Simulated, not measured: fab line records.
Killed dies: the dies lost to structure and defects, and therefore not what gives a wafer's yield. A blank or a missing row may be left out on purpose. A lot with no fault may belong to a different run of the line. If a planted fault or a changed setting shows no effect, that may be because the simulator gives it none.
A lot that was struck, set against a sound lot    flow ritCmos    31 out of 202 route steps
Sound: these wafers, L274.3, L274.5, L274.6. Struck: wafer L278.1. (L278.2, L278.5 of the same lot were not struck and are left out.) The cause comes at the end.
Per side, at each step with rows, come the tool, then ch with its chambers, and then its first start. Under that, the readings that differ: sound wafers    struck wafers    difference of the means    sigmas: that difference in standard deviations of wafers without a fault.
alike: readings whose means differ by less than 2 such deviations, and words and numbers that are the same on both sides. not compared: withheld readings, readings that some wafer has no value for, bounds like >300 that may hide the same value, and numbers for which the record gives no deviation and whose values overlap.
Wherever a step has rows on one side only, a row that says differs or no value, or a row with sigmas, the two part there. Numbers that have no deviation but don't overlap get no sigmas and don't part them. A reading missing from all wafers of one side parts the sides only when that side holds two or more wafers.

first, 4 steps without rows for these wafers: RIT_CONTACT_SOFTBAKE_04 (time 60 s); RIT_CONTACT_EXPOSE_05 (exposes mask M11, target cd 1000 nm); RIT_CONTACT_PEB_06; RIT_CONTACT_DEVELOP_07 (develop time 120 s).
RIT_CONTACT_CD_MEAS_08 targets a cd of 1000 nm.
  sound on cdSem-01 at day 4 17:23; struck on cdSem-02 at day 5 15:36
  alike: cdNm
RIT_CONTACT_OVL_MEAS_09:
  sound on overlay-02 at day 4 17:29; struck on overlay-02 at day 5 15:43
  alike: CONTACT_OVL
then, 1 step without rows for these wafers: RIT_CONTACT_HARDBAKE_10 (time 60 s).
RIT_CONTACT_ETCH_11: etches SiO2 in CHF3/CF4/Ar, stops on TiSi2, target depth 480 nm, time 320 s.
  sound on rieDiel-04 ch 0,2,3, day 4 17:40; struck on rieDiel-02 ch 3, day 5 15:55
reading              sound              struck  difference  sigmas
oesProductAu (a.u.)  0.992 0.967 0.999  1.018   +0.032      +2
  alike: CHF3_flow_sccm, chamberPressureMTorr, drypumpMotorCurrentA, throttleValvePct
  not compared: rfHoursCounterH
RIT_CONTACT_STRIP_12: strips in O2, time 180 s.
  sound on plasmaAsher-03 ch 0,1, day 4 17:55; struck on plasmaAsher-02 ch 1, day 5 16:06
reading              sound  struck  difference                    sigmas
rfHoursCounterH (h)  - - -  48      no value on the sound wafers  
  alike: chamberPressureMTorr, drypumpMotorCurrentA
RIT_CONTACT_CD_MEAS_90 targets a cd of 1000 nm.
  sound on cdSem-01 at day 4 18:04; struck on cdSem-01 at day 5 16:17
  alike: cdNm
then, 2 steps without rows for these wafers: RIT_CONTACT_CLEAN_13 (cleans in SC1, time 600 s); RIT_CONTACT_CLEAN_14 (cleans in SC2, time 600 s).
RIT_M1_SPUTTER_00: material Al, target thk 400 nm, time 500 s.
  sound on pvdSputter-02 at day 4 18:30; struck on pvdSputter-02 at day 5 16:47
  alike: cathodeDcPowerW, throttleValvePct
RIT_M1_RS_MEAS_01: a four-point-probe measurement.
  sound on filmMetro-01 at day 4 18:50; struck on filmMetro-02 at day 5 17:05
  alike: M1_AL_RS
RIT_M1_THK_MEAS_02: measures by xrf.
  sound on filmMetro-01 at day 4 18:56; struck on filmMetro-02 at day 5 17:12
  alike: M1_AL_THK
then, 6 steps without rows for these wafers: RIT_M1_HMDS_03 (prime time 60 s); RIT_M1_COAT_04 (resist thk 1300 nm); RIT_M1_SOFTBAKE_05 (time 60 s); RIT_M1_EXPOSE_06 (exposes mask M12, target cd 2600 nm); RIT_M1_PEB_07; RIT_M1_DEVELOP_08 (develop time 68 s).
RIT_M1_CD_MEAS_09 targets a cd of 2600 nm.
  sound on cdSem-01 at day 4 19:53; struck on cdSem-01 at day 5 18:22
  alike: cdNm
RIT_M1_OVL_MEAS_10:
  sound on overlay-01 at day 4 19:59; struck on overlay-01 at day 5 18:29
reading      sound         struck  difference  sigmas
M1_OVL (nm)  0.3 -1.1 0.0  2.5     +2.8        +2
then, 1 step without rows for these wafers: RIT_M1_HARDBAKE_11 (time 120 s).
RIT_M1_METAL_ETCH_12: etches Al in Cl2/BCl3, stops on SiO2, time 165 s, target depth 600 nm.
  sound on rieMetal-02 ch 0,1, day 4 20:22; struck on rieMetal-01 ch 1, day 5 18:49
reading                       sound              struck  difference                    sigmas
chamberPressureMTorr (mTorr)  99.88 99.90 99.94  100.17  +0.26                         +3
drypumpMotorCurrentA (A)      5.3 6.2 5.3        6.7     +1.1                          +2
rfHoursCounterH (h)           - - -              34      no value on the sound wafers  
  alike: oesProductAu, throttleValvePct
then, 1 step without rows for these wafers: RIT_M1_STRIP_13 (strips in nmp, time 600 s).
RIT_M1_STRIP_14: strips in O2, time 180 s.
  sound on plasmaAsher-01 ch 0,1, day 4 20:42; struck on plasmaAsher-03 ch 0, day 5 19:23
reading              sound  struck  difference                    sigmas
rfHoursCounterH (h)  - - -  34      no value on the sound wafers  
  alike: chamberPressureMTorr, drypumpMotorCurrentA
RIT_M1_CD_MEAS_90 targets a cd of 2600 nm.
  sound on cdSem-01 at day 4 20:52; struck on cdSem-02 at day 5 19:34
  alike: cdNm
then, 1 step without rows for these wafers: RIT_M1_ANNEAL_15 (time 1800 s).
RIT_M1_BOW_MEAS_16:
  sound on filmMetro-02 at day 4 22:29; struck on filmMetro-01 at day 5 21:11
  alike: M1_BOW
RIT_M1_PROBE_99:
  sound on prober-01 at day 4 22:40; struck on prober-02 at day 5 21:19
reading             sound   struck  difference  sigmas
killed_at_M0_to_M3  0 0 0   4       +4          +33
killedShort         10 4 5  1       -5          -2
  alike: defectLimitedYield, killedAtContacts, killedAtFrontEnd, killedDies, killedOpen, sort_bin_3_pad_short, sort_bin_5_function, sort_bin_6_memory, sortNPass, sortYieldPct
  not compared: model.etest.tester.sort_bin_5_pct

WHERE THEY PART
Last at RIT_M1_PROBE_99 as far as this record goes, first at RIT_CONTACT_ETCH_11.

WHY: what the simulator had put in
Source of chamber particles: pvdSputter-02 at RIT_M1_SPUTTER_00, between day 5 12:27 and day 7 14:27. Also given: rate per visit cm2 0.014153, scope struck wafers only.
